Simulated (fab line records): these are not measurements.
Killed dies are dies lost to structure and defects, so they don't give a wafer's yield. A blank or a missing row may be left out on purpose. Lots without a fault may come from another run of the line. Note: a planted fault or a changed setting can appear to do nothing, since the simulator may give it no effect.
What tool caused it?	flow rit cmos	Sampling: 14 lots, 42 wafers, 8 of 202 route steps

WHAT EACH GAUGE READ, for each wafer
RIT_NLDD_OVL_MEAS_06.
lot	measured	on	NLDD_OVL (nm)
L724	day 2 17:37	overlay-01	-0.8 -0.9 -3.3
L727	day 3 08:03	overlay-01	0.1 -0.6 1.6
L728	day 3 13:23	overlay-01	-0.5 -0.8 -2.0
L729	day 3 23:34	overlay-01	-1.3 1.0 -1.7
L730	day 4 00:44	overlay-02	1.8 -0.1 -0.1
L732	day 4 11:09	overlay-01	0.1 -2.4 -1.8
L733	day 4 13:37	overlay-02	2.1 1.5 3.2
L734	day 4 19:56	overlay-01	-0.8 0.7 0.4
L735	day 5 01:00	overlay-01	0.0 -1.6 0.0
L736	day 5 06:54	overlay-02	-1.3 -1.5 -1.1
L737	day 5 15:31	overlay-01	-1.8 -1.8 -0.8
L744	day 7 01:19	overlay-02	-1.5 -1.6 0.7
L746	day 7 07:59	overlay-02	0.2 -1.1 0.6
L747	day 7 15:28	overlay-02	-1.0 -1.9 -1.4

RIT_PSD_OVL_MEAS_06.
lot	measured	on	PSD_OVL (nm)
L724	day 3 00:43	overlay-02	-0.5 -0.2 0.3
L727	day 3 15:13	overlay-02	3.1 2.9 2.0
L728	day 3 20:31	overlay-01	-1.4 -2.6 -1.9
L729	day 4 06:29	overlay-01	0.9 0.7 2.7
L730	day 4 07:44	overlay-01	-0.2 0.8 1.1
L732	day 4 18:40	overlay-02	0.7 -0.1 1.4
L733	day 4 20:46	overlay-02	0.0 0.4 0.0
L734	day 5 05:15	overlay-01	0.0 -0.8 -1.2
L735	day 5 08:01	overlay-01	0.0 0.4 1.2
L736	day 5 14:07	overlay-02	1.3 0.5 0.3
L737	day 5 22:29	overlay-01	0.0 -0.7 -0.3
L744	day 7 08:20	overlay-02	0.4 0.4 -1.8
L746	day 7 14:50	overlay-01	1.2 2.0 2.0
L747	day 7 22:37	overlay-01	0.6 0.4 1.3

RIT_SDANNEAL_RS_MEAS_04: a four-point-probe measurement.
lot	measured	on	PSD_RS (ohm/sq)
L724	day 3 01:43	film metro-02	116.0 115.5 115.8
L727	day 3 16:13	film metro-01	115.9 115.5 115.4
L728	day 3 21:31	film metro-03	116.4 117.0 116.7
L729	day 4 07:29	film metro-03	116.0 116.1 115.9
L730	day 4 08:46	film metro-02	116.3 115.9 116.1
L732	day 4 19:42	film metro-01	116.1 115.9 116.0
L733	day 4 21:47	film metro-03	115.9 116.5 116.1
L734	day 5 06:17	film metro-03	115.8 115.8 115.9
L735	day 5 09:01	film metro-03	115.5 115.9 116.0
L736	day 5 15:07	film metro-02	116.2 115.8 115.9
L737	day 5 23:31	film metro-03	116.2 116.0 115.9
L744	day 7 09:21	film metro-03	72.6 72.9 72.9
L746	day 7 15:53	film metro-01	72.6 72.9 72.9
L747	day 7 23:38	film metro-02	115.7 116.0 115.7

RIT_SDANNEAL_RS_MEAS_05: a four-point-probe measurement.
lot	measured	on	NSD_RS (ohm/sq)
L724	day 3 01:50	film metro-02	84.6 84.6 84.4
L727	day 3 16:20	film metro-01	84.4 84.8 84.8
L728	day 3 21:38	film metro-03	84.7 84.6 84.5
L729	day 4 07:37	film metro-03	85.1 84.6 85.2
L730	day 4 08:53	film metro-02	84.6 84.3 84.3
L732	day 4 19:49	film metro-01	84.4 84.3 84.0
L733	day 4 21:54	film metro-03	84.9 85.0 84.8
L734	day 5 06:24	film metro-03	84.1 84.3 84.4
L735	day 5 09:08	film metro-03	84.0 84.2 84.6
L736	day 5 15:14	film metro-02	85.1 84.9 85.1
L737	day 5 23:38	film metro-03	84.6 84.5 84.5
L744	day 7 09:28	film metro-03	77.4 76.9 77.3
L746	day 7 16:01	film metro-01	77.9 77.9 77.8
L747	day 7 23:46	film metro-02	84.5 84.7 84.5

RIT_SDANNEAL_RS_MEAS_06: a four-point-probe measurement.
lot	measured	on	PLDD_RS (ohm/sq)
L724	day 3 01:58	film metro-02	177.8 177.9 178.1
L727	day 3 16:28	film metro-01	178.7 178.4 178.7
L728	day 3 21:45	film metro-03	179.4 179.5 179.6
L729	day 4 07:44	film metro-03	178.2 178.9 178.5
L730	day 4 09:00	film metro-02	179.1 178.5 178.7
L732	day 4 19:56	film metro-01	178.6 178.5 179.0
L733	day 4 22:01	film metro-03	179.8 179.1 179.8
L734	day 5 06:31	film metro-03	178.7 179.2 178.7
L735	day 5 09:16	film metro-03	178.8 179.0 178.7
L736	day 5 15:21	film metro-02	178.7 178.0 178.2
L737	day 5 23:45	film metro-03	179.4 179.2 178.8
L744	day 7 09:35	film metro-03	141.2 141.7 141.9
L746	day 7 16:08	film metro-01	141.2 141.7 141.1
L747	day 7 23:53	film metro-02	178.7 178.6 178.9

RIT_SDANNEAL_RS_MEAS_07: a four-point-probe measurement.
lot	measured	on	NLDD_RS (ohm/sq)
L724	day 3 02:05	film metro-02	149.4 148.5 149.2
L727	day 3 16:35	film metro-01	149.1 149.3 150.1
L728	day 3 21:52	film metro-03	149.6 149.9 149.8
L729	day 4 07:51	film metro-03	150.2 149.6 149.1
L730	day 4 09:07	film metro-02	149.5 149.3 149.8
L732	day 4 20:04	film metro-01	149.5 150.0 150.6
L733	day 4 22:08	film metro-03	150.6 150.4 150.0
L734	day 5 06:38	film metro-03	149.0 150.4 150.3
L735	day 5 09:23	film metro-03	149.4 149.6 148.7
L736	day 5 15:28	film metro-02	149.1 150.4 149.7
L737	day 5 23:52	film metro-03	149.3 150.0 150.1
L744	day 7 09:43	film metro-03	142.4 143.2 142.6
L746	day 7 16:15	film metro-01	140.9 140.6 140.7
L747	day 8 00:00	film metro-02	150.3 149.9 150.3

WHAT TOOL EACH LOT RAN ON (gives the tool, then ch and the chambers of the sampled wafers, and finally the start)
lot	RIT_GATE_STRIP_20	RIT_SDANNEAL_RTA_03
L724	plasma asher-01 ch 0,1, day 2 13:00	rtp anneal-02 ch 0, day 3 01:39
L727	plasma asher-04 ch 0,1, day 3 03:56	rtp anneal-01 ch 0, day 3 16:10
L728	plasma asher-04 ch 0,1, day 3 09:08	rtp anneal-02 ch 0, day 3 21:27
L729	plasma asher-01 ch 0,1, day 3 18:33	rtp anneal-01 ch 0, day 4 07:26
L730	plasma asher-01 ch 0,1, day 3 20:00	rtp anneal-02 ch 0, day 4 08:42
L732	plasma asher-01 ch 0,1, day 4 06:52	rtp anneal-02 ch 0, day 4 19:38
L733	plasma asher-02 ch 0,1, day 4 09:27	rtp anneal-01 ch 0, day 4 21:43
L734	plasma asher-04 ch 0,1, day 4 15:46	rtp anneal-02 ch 0, day 5 06:13
L735	plasma asher-02 ch 0,1, day 4 20:34	rtp anneal-01 ch 0, day 5 08:57
L736	plasma asher-01 ch 0,1, day 5 01:14	rtp anneal-02 ch 0, day 5 15:03
L737	plasma asher-04 ch 0,1, day 5 11:16	rtp anneal-01 ch 0, day 5 23:27
L744	plasma asher-01 ch 0,1, day 6 21:14	rtp anneal-02 ch 0, day 7 09:16
L746	plasma asher-01 ch 0,1, day 7 03:40	rtp anneal-02 ch 0, day 7 15:50
L747	plasma asher-04 ch 0,1, day 7 10:37	rtp anneal-01 ch 0, day 7 23:35
- RIT_GATE_STRIP_20: strips in O2, time 180 s.
- RIT_SDANNEAL_RTA_03: time 5 s.

WHAT THE TOOLS THEMSELVES READ (means of the sampled wafers that have a number; where no wafer has one, the mark that the record gives instead)
RIT_GATE_STRIP_20.
lot	tool	drypump motor current A (A)
L724	plasma asher-01	5.93
L727	plasma asher-04	6.04
L728	plasma asher-04	6.04
L729	plasma asher-01	5.93
L730	plasma asher-01	6.11
L732	plasma asher-01	5.90
L733	plasma asher-02	5.85
L734	plasma asher-04	6.04
L735	plasma asher-02	5.82
L736	plasma asher-01	5.92
L737	plasma asher-04	6.19
L744	plasma asher-01	6.12
L746	plasma asher-01	5.92
L747	plasma asher-04	6.20

RIT_SDANNEAL_RTA_03.
lot	tool	wafer_temp_C_max
L724	rtp anneal-02	1053.1
L727	rtp anneal-01	1052.3
L728	rtp anneal-02	1053.1
L729	rtp anneal-01	1052.6
L730	rtp anneal-02	1053.4
L732	rtp anneal-02	1052.6
L733	rtp anneal-01	1053.1
L734	rtp anneal-02	1053.6
L735	rtp anneal-01	1053.8
L736	rtp anneal-02	1053.2
L737	rtp anneal-01	1052.8
L744	rtp anneal-02	1052.7
L746	rtp anneal-02	1054.5
L747	rtp anneal-01	1053.4

THE ANSWER, worked out from the rows above alone
Rule: usual is defined by the lots themselves. The widest of any qualifying gaps counts: lots, ordered by their means at a reading, are off when they make up no more than a third of the lots, leave a main group of 4 or more, and stand apart from it by 3 or more times the standard deviation of that group's means. A main group is skipped when, at the precision printed for the reading in the tables above, its means are all equal. A lot without any number at a reading at which 4 lots or more have one is off too. The other lots that the step has rows for count as sound. The gauges are gone through in route order, then the tools' own readings, and for those a lot's mean is taken as printed above. At the first step where some lot is off, the reading lying furthest off is the one used; lots without a number count as furthest.
Off: at RIT_SDANNEAL_RS_MEAS_04 (PSD_RS), L744, L746. The main group: mean 116.0 ohm/sq, standard deviation 0.27.
A tool fits if, at a process step before that reading, it ran every lot that is off, and no sound lot after the first of them. Those tools and the gauges at RIT_SDANNEAL_RS_MEAS_04 are tried in the same way. Can't be told from this: 2 tools fit, plasma asher-01 at RIT_GATE_STRIP_20, rtp anneal-02 at RIT_SDANNEAL_RTA_03.

WHAT THE SIMULATOR PUT IN
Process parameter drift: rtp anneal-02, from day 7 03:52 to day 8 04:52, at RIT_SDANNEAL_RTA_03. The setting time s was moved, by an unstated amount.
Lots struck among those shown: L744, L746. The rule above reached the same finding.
